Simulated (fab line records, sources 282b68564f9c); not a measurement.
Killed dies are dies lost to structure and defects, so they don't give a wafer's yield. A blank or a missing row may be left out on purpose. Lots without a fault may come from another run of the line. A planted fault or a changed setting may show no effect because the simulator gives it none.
Split-lot experiment | flow rit_cmos | 5 lots, 21 wafers read, on a route of 202 steps

THE SPLIT
At RIT_M1_COAT_04 (resist thk 1300 nm), the setting spin_rpm was moved away from the recipe's 2000 rpm on 5 of the 21 wafers read, by -7.4% to +2.7%. The other wafers ran this setting at the recipe's value.

FROM THE SPLIT TO THE READING: what the file shows between them, 2 steps
- RIT_M1_SOFTBAKE_05: time 60 s
- RIT_M1_EXPOSE_06: exposes mask M12, target cd 2600 nm

THE READING
NOVOLAK_of_M1_COAT_04.thk_nm (the simulator's own value, which no gauge read), in nm, at RIT_M1_HARDBAKE_11 (time 120 s). The file gives no usual value for it. The 16 wafers here that ran the recipe average 1140 nm, standard deviation 3.7 nm.

wafer  | tool, chamber at the split | spin_rpm as run, rpm | against the recipe | NOVOLAK_of_M1_COAT_04.thk_nm, nm | against lot-mates on the recipe
L075.1 | litho_track-02, 0          | 2000                 | recipe             | 1142                             | -
L075.3 | litho_track-02, 0          | 2000                 | recipe             | 1141                             | -
L075.6 | litho_track-02, 0          | 2000                 | recipe             | 1143                             | -
L077.2 | litho_track-03, 0          | 2000                 | recipe             | 1137                             | -
L077.4 | litho_track-03, 0          | 2000                 | recipe             | 1140                             | -
L077.6 | litho_track-03, 0          | 2000                 | recipe             | 1138                             | -
L081.1 | litho_track-03, 0          | 2054                 | +2.7%              | 1123                             | -12
L081.5 | litho_track-03, 0          | 2054                 | +2.7%              | 1123                             | -12
L081.2 | litho_track-03, 0          | 2000                 | recipe             | 1135                             | -
L081.4 | litho_track-03, 0          | 2000                 | recipe             | 1138                             | -
L081.6 | litho_track-03, 0          | 2000                 | recipe             | 1132                             | -
L082.1 | litho_track-02, 0          | 2000                 | recipe             | 1145                             | -
L082.2 | litho_track-02, 0          | 2000                 | recipe             | 1144                             | -
L082.4 | litho_track-02, 0          | 2000                 | recipe             | 1144                             | -
L082.3 | litho_track-02, 0          | 2000                 | recipe             | 1146                             | -
L082.6 | litho_track-02, 0          | 2000                 | recipe             | 1143                             | -
L085.1 | litho_track-02, 0          | 1852                 | -7.4%              | 1185                             | +46
L085.3 | litho_track-02, 0          | 2000                 | recipe             | 1141                             | -
L085.4 | litho_track-02, 0          | 1852                 | -7.4%              | 1184                             | +44
L085.5 | litho_track-02, 0          | 1852                 | -7.4%              | 1181                             | +42
L085.6 | litho_track-02, 0          | 2000                 | recipe             | 1138                             | -

THE FIT
A straight line over all 21 wafers: NOVOLAK_of_M1_COAT_04.thk_nm changes by -5.87 nm for each +1% of spin_rpm; r = -0.98; the points scatter about the line by 3.5 nm.
The same after taking each lot's own level away (the mean of its wafers on the recipe; 21 wafers): -5.75 nm for each +1%; r = -0.99; scatter 1.9 nm.
On that fit, the largest move of spin_rpm shifts the reading by 43 nm.
The lots' own levels span 1135.0 to 1144.4 nm, that is 2.5 times the standard deviation above.
So the lot-to-lot level changes the slope little: the two slopes agree.
Check: with one of the wafers moved furthest among these (-7.4%) left out of the fit, the line predicts +42 nm for it against its lot-mates. It came out at +45.5 nm against them.

OTHER SPLITS ON THESE WAFERS
These wafers also went through other splits before the reading. Each is held against what the fit with the lots' levels taken away leaves over:
other split on the same wafers        | wafers away from the commonest value | r with NOVOLAK_of_M1_COAT_04.thk_nm (lot level and that fit taken away)
RIT_PLDD_COAT_01 spin_rpm             | 11                                   | +0.01
RIT_SILICIDE_SPUTTER_01 time_s        | 8                                    | +0.01
RIT_CONTACT_COAT_03 spin_rpm          | 8                                    | -0.06
RIT_CONTACT_DEVELOP_07 develop_time_s | 11                                   | +0.10
RIT_M1_SPUTTER_00 power_w             | 4                                    | +0.53

THE WHOLE CHAIN: every reading that the file lists as answering this split, in the file's order
step               | what it does       | reading                                                                       | change (the file's fit)              | r (the file's)
RIT_M1_COAT_04     | resist thk 1300 nm | NOVOLAK_of_M1_COAT_04.thk_nm (the simulator's own value, which no gauge read) | -6.72 nm for each +1% of the setting | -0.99
RIT_M1_HARDBAKE_11 | time 120 s         | NOVOLAK_of_M1_COAT_04.thk_nm (the simulator's own value, which no gauge read) | -5.78 nm for each +1% of the setting | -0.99

THE FILE'S OWN FIT
NOVOLAK_of_M1_COAT_04.thk_nm changes by -5.78 nm for each +1% of spin_rpm, r = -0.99.
